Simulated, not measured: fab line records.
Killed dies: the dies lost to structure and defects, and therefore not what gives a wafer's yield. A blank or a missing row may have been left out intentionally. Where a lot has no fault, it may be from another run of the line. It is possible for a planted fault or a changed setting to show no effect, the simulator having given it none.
Which tool was responsible? -- flow rit-cmos -- 42 wafers from 14 lots sampled at 2 of the route's 202 steps

## WHAT THE GAUGES SHOWED, per wafer
Not one reading of a measure or inspect step in the record can be checked against a usual standard deviation.

## TOOL THAT RAN EACH LOT (tool first, then ch and the chambers of the sampled wafers, then the start)
lot,RIT_CONTACT_CVD_00,RIT_M1_PROBE_99
L195,"pecvd-02 ch 0,1,2, day 3 17:27",-
L196,"pecvd-01 ch 0,1, day 3 20:10",-
L197,"pecvd-03 ch 1,2, day 3 20:38",-
L198,"pecvd-02 ch 0,1,2, day 4 01:17",-
L199,"pecvd-01 ch 0,1,2, day 4 08:52",-
L200,"pecvd-03 ch 0,1, day 4 09:23",-
L204,"pecvd-03 ch 0,1, day 5 02:37",-
L209,"pecvd-03 ch 0,1,2, day 6 08:33","prober-02, day 6 15:18"
L211,"pecvd-01 ch 2, day 6 20:01",-
L212,"pecvd-03 ch 0,1, day 6 22:31","prober-01, day 7 05:13"
L213,"pecvd-02 ch 0,1, day 7 05:51",-
L214,"pecvd-01 ch 0,2, day 7 06:52",-
L216,"pecvd-02 ch 0,1,2, day 7 17:24",-
L217,"pecvd-01 ch 0,1,2, day 7 22:02",-
- RIT_CONTACT_CVD_00: deposits SiO2 from TEOS, target thk 400 nm, time 61 s.
- RIT_M1_PROBE_99

## WHAT THE TOOLS THEMSELVES READ (means of the sampled wafers that have a number; where no wafer has one, the mark that the record gives instead)
RIT_CONTACT_CVD_00.
lot,tool,heater-power-w (W)
L195,pecvd-02,298
L196,pecvd-01,276
L197,pecvd-03,311
L198,pecvd-02,314
L199,pecvd-01,321
L200,pecvd-03,291
L204,pecvd-03,246
L209,pecvd-03,301
L211,pecvd-01,378
L212,pecvd-03,262
L213,pecvd-02,309
L214,pecvd-01,320
L216,pecvd-02,310
L217,pecvd-01,347

RIT_M1_PROBE_99.
lot,tool,killed-at-contacts,killed-at-front-end,killed-dies,killed-open,killed-short
L209,prober-02,14.7,6.7,21.3,4.0,3.0
L212,prober-01,23.3,3.3,26.7,2.0,1.7

## THE ANSWER, worked out from the rows above alone
Rule: the lots themselves supply what counts as usual. The widest of any qualifying gaps counts: lots, ordered by their means at a reading, are off when they make up no more than a third of the lots, leave a main group of 4 or more, and stand apart from it by 3 or more times the standard deviation of that group's means. The tables above print the reading to a certain number of digits; a main group whose means all agree to those digits is not used. Also off: a lot with no number at a reading for which 4 or more lots have one. Where the step has rows for the other lots, those lots are counted as sound. The gauges are gone through in route order, then the tools' own readings, and for those a lot's mean is taken as printed above. At the first step where some lot is off, the reading lying furthest off is the one used; lots without a number count as furthest.
No lot is off on any of the readings shown, so nothing can be concluded from this.

## WHAT THE SIMULATOR HAD INSERTED
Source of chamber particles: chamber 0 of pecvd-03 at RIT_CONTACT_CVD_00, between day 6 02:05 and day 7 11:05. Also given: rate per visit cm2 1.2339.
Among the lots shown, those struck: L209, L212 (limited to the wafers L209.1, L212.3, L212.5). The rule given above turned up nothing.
